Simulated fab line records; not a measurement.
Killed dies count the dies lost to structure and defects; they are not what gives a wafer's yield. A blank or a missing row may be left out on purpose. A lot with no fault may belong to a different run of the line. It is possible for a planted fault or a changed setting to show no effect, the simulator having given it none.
Which tool did it? + flow berkeleyCmos170 + 14 lots, 42 wafers sampled, at 2 steps of a route of 331

WHAT THE GAUGES SHOWED, per wafer
UCB170_CONTACT_CD_MEAS_90: target cd 700 nm. Usual: cdNm 700.0 nm, standard deviation 1.5.
| lot  | measured     | on       | cdNm (nm)         | flag |
|------|--------------|----------|-------------------|------|
| L395 | day 8 16:01  | cdSem-01 | 700.9 699.2 699.7 |      |
| L392 | day 8 16:40  | cdSem-01 | 699.1 699.1 700.7 |      |
| L394 | day 8 18:52  | cdSem-02 | 699.5 700.5 699.9 |      |
| L397 | day 8 19:58  | cdSem-01 | 698.7 699.8 698.5 |      |
| L398 | day 9 17:56  | cdSem-02 | 702.0 701.0 702.8 |      |
| L400 | day 9 18:28  | cdSem-02 | 701.9 702.4 702.2 |      |
| L401 | day 9 18:31  | cdSem-01 | 700.6 700.2 699.5 |      |
| L403 | day 10 05:30 | cdSem-01 | - - -             | OFF  |
| L402 | day 10 12:29 | cdSem-02 | - - -             | OFF  |
| L407 | day 10 23:16 | cdSem-02 | 698.3 696.9 697.2 |      |
| L412 | day 12 00:23 | cdSem-01 | 701.0 700.3 700.9 |      |
| L411 | day 12 02:41 | cdSem-02 | 699.3 700.2 702.2 |      |
| L413 | day 12 09:32 | cdSem-02 | 701.1 701.5 700.5 |      |
| L415 | day 12 19:24 | cdSem-02 | 697.1 697.7 696.9 |      |

TOOL THAT RAN EACH LOT (tool first, then ch and the chambers of the sampled wafers, then the start)
| lot  | UCB170_CONTACT_ETCH_18            |
|------|-----------------------------------|
| L395 | rieDiel-01 ch 0,1,3, day 8 15:00  |
| L392 | rieDiel-03 ch 0,2, day 8 16:00    |
| L394 | rieDiel-03 ch 0,2,3, day 8 18:00  |
| L397 | rieDiel-01 ch 0,3, day 8 19:00    |
| L398 | rieDiel-03 ch 2,3, day 9 17:00    |
| L400 | rieDiel-03 ch 0,2,3, day 9 18:00  |
| L401 | rieDiel-02 ch 0,1,3, day 9 18:00  |
| L403 | rieDiel-02 ch 0,1,2, day 10 05:00 |
| L402 | rieDiel-01 ch 1,2, day 10 12:00   |
| L407 | rieDiel-01 ch 2,3, day 10 23:00   |
| L412 | rieDiel-02 ch 0,2, day 12 00:00   |
| L411 | rieDiel-03 ch 0,2,3, day 12 02:00 |
| L413 | rieDiel-01 ch 0,3, day 12 09:00   |
| L415 | rieDiel-03 ch 1,2,3, day 12 19:00 |
- UCB170_CONTACT_ETCH_18: etches PSG in CHF3/CF4/Ar, stops on TiSi2, target depth 840 nm, time 195 s.

WHAT THE TOOLS THEMSELVES READ (means of the sampled wafers that have a number; where no wafer has one, the mark that the record gives instead)
UCB170_CONTACT_ETCH_18. Usual: CHF3_flow_sccm 45.01 sccm, standard deviation 0.15; cf4FlowSccm 14.99 sccm, standard deviation 0.04; drypumpMotorCurrentA 5.9 A, standard deviation 0.5; oesProductAu 0.889 a.u., standard deviation 0.015; throttleValvePct 6.89 %, standard deviation 0.1.
| lot  | tool       | CHF3_flow_sccm (sccm) | cf4FlowSccm (sccm) | drypumpMotorCurrentA (A) | oesProductAu (a.u.) | throttleValvePct (%) | flag |
|------|------------|-----------------------|--------------------|--------------------------|---------------------|----------------------|------|
| L395 | rieDiel-01 | 45.01                 | 15.02              | 5.7                      | 0.885               | 6.95                 |      |
| L392 | rieDiel-03 | 44.96                 | 15.01              | 5.5                      | 0.887               | 6.78                 |      |
| L394 | rieDiel-03 | 44.91                 | 14.95              | 5.8                      | 0.899               | 6.84                 |      |
| L397 | rieDiel-01 | 45.03                 | 14.98              | 5.4                      | 0.886               | 6.98                 |      |
| L398 | rieDiel-03 | 45.09                 | 14.98              | 6.1                      | 0.883               | 6.86                 |      |
| L400 | rieDiel-03 | 45.06                 | 14.96              | 5.8                      | 0.885               | 6.85                 |      |
| L401 | rieDiel-02 | 45.12                 | 15.01              | 6.0                      | 0.884               | 6.95                 |      |
| L403 | rieDiel-02 | -                     | -                  | -                        | -                   | -                    | OFF  |
| L402 | rieDiel-01 | -                     | -                  | -                        | -                   | -                    | OFF  |
| L407 | rieDiel-01 | 45.07                 | 15.02              | 6.6                      | 0.885               | 6.75                 |      |
| L412 | rieDiel-02 | 45.02                 | 15.01              | 5.8                      | 0.913               | 6.90                 |      |
| L411 | rieDiel-03 | 45.08                 | 15.01              | 5.8                      | 0.893               | 6.84                 |      |
| L413 | rieDiel-01 | 44.87                 | 15.00              | 5.8                      | 0.890               | 6.94                 |      |
| L415 | rieDiel-03 | 45.13                 | 14.99              | 6.1                      | 0.886               | 6.84                 |      |

THE ANSWER, worked out from the rows above alone
Rule: take the mean of a lot's wafers that have a number; if it is more than 3 standard deviations from the usual mean, the lot is off. A lot without any number at a reading at which 4 lots or more have one is off too. The other lots that the step has rows for count as sound. The gauges are gone through in route order, then the tools' own readings, and for those a lot's mean is taken as printed above. At the first step where some lot is off, the reading lying furthest off is the one used; lots without a number count as furthest.
Off: L403, L402 (UCB170_CONTACT_CD_MEAS_90, cdNm). Without a number there: L403, L402.
A tool fits if, at a process step before that reading, it ran every lot that is off, and no sound lot after the first of them. The gauges at UCB170_CONTACT_CD_MEAS_90 aren't tried: what is off there is off at UCB170_CONTACT_ETCH_18 too, on other tools, and a gauge's error can't cause that. Not one of the candidates tried fits.

WHAT THE SIMULATOR HAD PUT IN
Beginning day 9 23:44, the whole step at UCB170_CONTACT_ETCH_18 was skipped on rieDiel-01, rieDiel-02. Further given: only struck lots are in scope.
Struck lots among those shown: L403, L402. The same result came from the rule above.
